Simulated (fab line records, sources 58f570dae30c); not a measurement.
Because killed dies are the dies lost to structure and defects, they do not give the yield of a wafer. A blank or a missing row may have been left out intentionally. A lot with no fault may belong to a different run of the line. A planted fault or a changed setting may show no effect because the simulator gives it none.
Which of the tools did it? + flow berkeley-cmos170 + Sampling: 7 lots, 21 wafers, 3 of 331 route steps

== WHAT EACH GAUGE READ, for each wafer ==
UCB170_PSD_TW_MEAS_10.
| lot  | measured     | on            | PSD_TW         |
|------|--------------|---------------|----------------|
| L895 | day 7 00:34  | film-metro-03 | 2299 2309 2296 |
| L900 | day 8 02:11  | film-metro-04 | 2364 2362 2348 |
| L907 | day 9 13:10  | film-metro-04 | 2347 2327 2333 |
| L909 | day 9 16:34  | film-metro-02 | 2324 2306 2331 |
| L912 | day 10 02:53 | film-metro-02 | 2314 2322 2323 |
| L915 | day 11 06:04 | film-metro-03 | 2301 2299 2297 |

== WHAT TOOL EACH LOT RAN ON (gives the tool, then ch and the chambers of the sampled wafers, and finally the start) ==
| lot  | UCB170_ZERO_EXPOSE_03            | UCB170_ZERO_ETCH_06               |
|------|----------------------------------|-----------------------------------|
| L895 | krf-scanner-01 ch 0, day 2 01:03 | rie-diel-01 ch 0,3, day 2 01:50   |
| L897 | krf-scanner-02, day 2 09:32      | rie-diel-02 ch 0,2,3, day 2 10:14 |
| L900 | krf-scanner-02 ch 0, day 3 03:14 | rie-diel-02 ch 1,2,3, day 3 03:47 |
| L907 | krf-scanner-02 ch 0, day 4 12:00 | rie-diel-02 ch 1,2,3, day 4 12:23 |
| L909 | krf-scanner-01 ch 0, day 5 00:22 | rie-diel-02 ch 0,1,3, day 5 01:03 |
| L912 | krf-scanner-01 ch 0, day 5 13:39 | rie-diel-01 ch 1,2,3, day 5 14:14 |
| L915 | krf-scanner-01 ch 0, day 6 02:57 | rie-diel-01 ch 2,3, day 6 03:47   |
- UCB170_ZERO_EXPOSE_03: exposes mask PM MARKS, target cd 4000 nm.
- UCB170_ZERO_ETCH_06: etches SiO2 in CHF3/CF4/Ar, time 12 s.

== THE ANSWER, worked out from the rows above alone ==
Rule: usual is defined by the lots themselves. The widest of any qualifying gaps counts: lots, ordered by their means at a reading, are off when they make up no more than a third of the lots, leave a main group of 4 or more, and stand apart from it by 3 or more times the standard deviation of that group's means. A main group whose means are all the same, to the digits that the tables above print for the reading, isn't used. A lot without any number at a reading at which 4 lots or more have one is off too. Where the step has rows for the other lots, those lots are counted as sound.
No lot is off at any reading shown: from this, nothing can be told.

== WHAT THE SIMULATOR HAD INSERTED ==
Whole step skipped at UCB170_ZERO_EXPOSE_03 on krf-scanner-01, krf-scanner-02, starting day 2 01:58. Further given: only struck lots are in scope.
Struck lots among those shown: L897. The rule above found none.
